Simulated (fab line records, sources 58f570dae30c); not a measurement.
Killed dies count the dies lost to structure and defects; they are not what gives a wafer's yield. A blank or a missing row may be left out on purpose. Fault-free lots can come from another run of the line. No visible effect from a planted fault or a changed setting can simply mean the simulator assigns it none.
The tool behind it: which one? + flow berkeley-cmos170 + at 1 step of a route of 331, 6 lots with 18 wafers sampled

## WHAT THE GAUGES READ, wafer by wafer
UCB170_FIELD_THK_MEAS_90.
| lot  | measured    | on            | FIELD_OXIDE_LEFT_1_THK (nm) |
|------|-------------|---------------|-----------------------------|
| L504 | day 5 02:00 | film-metro-04 | 430 431 437                 |
| L505 | day 5 05:31 | film-metro-04 | 454 456 455                 |
| L510 | day 6 11:50 | film-metro-01 | 444 459 457                 |
| L511 | day 6 20:19 | film-metro-01 | 423 433 430                 |
| L520 | day 8 17:21 | film-metro-04 | 441 433 447                 |
| L524 | day 9 18:12 | film-metro-02 | 432 436 443                 |

## EACH LOT AND THE TOOL THAT RAN IT (in order: tool; ch and the chambers of the sampled wafers; start)
Before these readings, the record contains no process step.

## THE ANSWER, worked out from the rows above alone
Rule: usual is defined by the lots themselves. The widest of any qualifying gaps counts: lots, ordered by their means at a reading, are off when they make up no more than a third of the lots, leave a main group of 4 or more, and stand apart from it by 3 or more times the standard deviation of that group's means. Not used: any main group whose means are identical at the precision the tables above print for the reading. A lot without any number at a reading at which 4 lots or more have one is off too. All remaining lots with rows at the step are treated as sound.
Nothing can be told from this: no lot is off at any reading shown.

## WHAT THE SIMULATOR PUT IN
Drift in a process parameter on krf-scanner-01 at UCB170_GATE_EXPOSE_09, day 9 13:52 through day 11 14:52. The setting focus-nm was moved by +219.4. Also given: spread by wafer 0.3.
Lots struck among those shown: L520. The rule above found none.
